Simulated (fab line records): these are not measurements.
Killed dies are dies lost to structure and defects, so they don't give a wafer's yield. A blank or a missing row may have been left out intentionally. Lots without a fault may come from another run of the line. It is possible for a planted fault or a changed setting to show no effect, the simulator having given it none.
Chamber matching | flow berkeley cmos170 | UCB170_V2_CMP_02 on cmp-02: 4 sister chambers
The step polishes SiO2. 4 wafers are shown with their chamber, then 9 later ones without.

WAFERS WITH THEIR CHAMBER
wafer  | chamber | motor current A (A)
L451.6 | 0       | 15.3
L453.1 | 2       | 16.4
L453.2 | 1       | 13.7
L453.3 | 3       | 14.9

WAFERS WITHOUT THEIR CHAMBER
wafer  | motor current A (A)
L452.2 | 15.0
L452.4 | 13.6
L452.5 | 15.6
L454.1 | 14.7
L454.5 | 15.6
L454.6 | 15.9
L455.1 | 16.4
L455.4 | 13.5
L455.6 | 16.7

WHICH CHAMBER EACH WENT THROUGH
wafer  | from the rows above          | in truth
L452.2 | can't be placed: 3 or 0      | 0
L452.4 | 1                            | 1
L452.5 | can't be placed: 0 or 3 or 2 | 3
L454.1 | can't be placed: 3 or 0      | 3
L454.5 | can't be placed: 0 or 3 or 2 | 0
L454.6 | can't be placed: 2 or 0 or 3 | 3
L455.1 | 2                            | 2
L455.4 | 1                            | 1
L455.6 | 2                            | 2
4 of 9 placed correctly. These rows do not allow placing 5 (true chamber among the candidates in 5). Number placed wrongly: 0.
How it was worked out, from the rows above alone: a wafer's distance from a chamber is the root of the sum, over the readings, of the square of ((its reading less the chamber's mean) divided by the reading's scatter). If the next closest chamber is less than 2 further off than the closest, the wafer can't be placed; otherwise it belongs to the closest. The mean given for a chamber averages the wafers shown for that chamber. The scatter (one wafer shown for each chamber): square how far every hidden wafer sits from the nearest shown wafer, average those squares and take the square root.
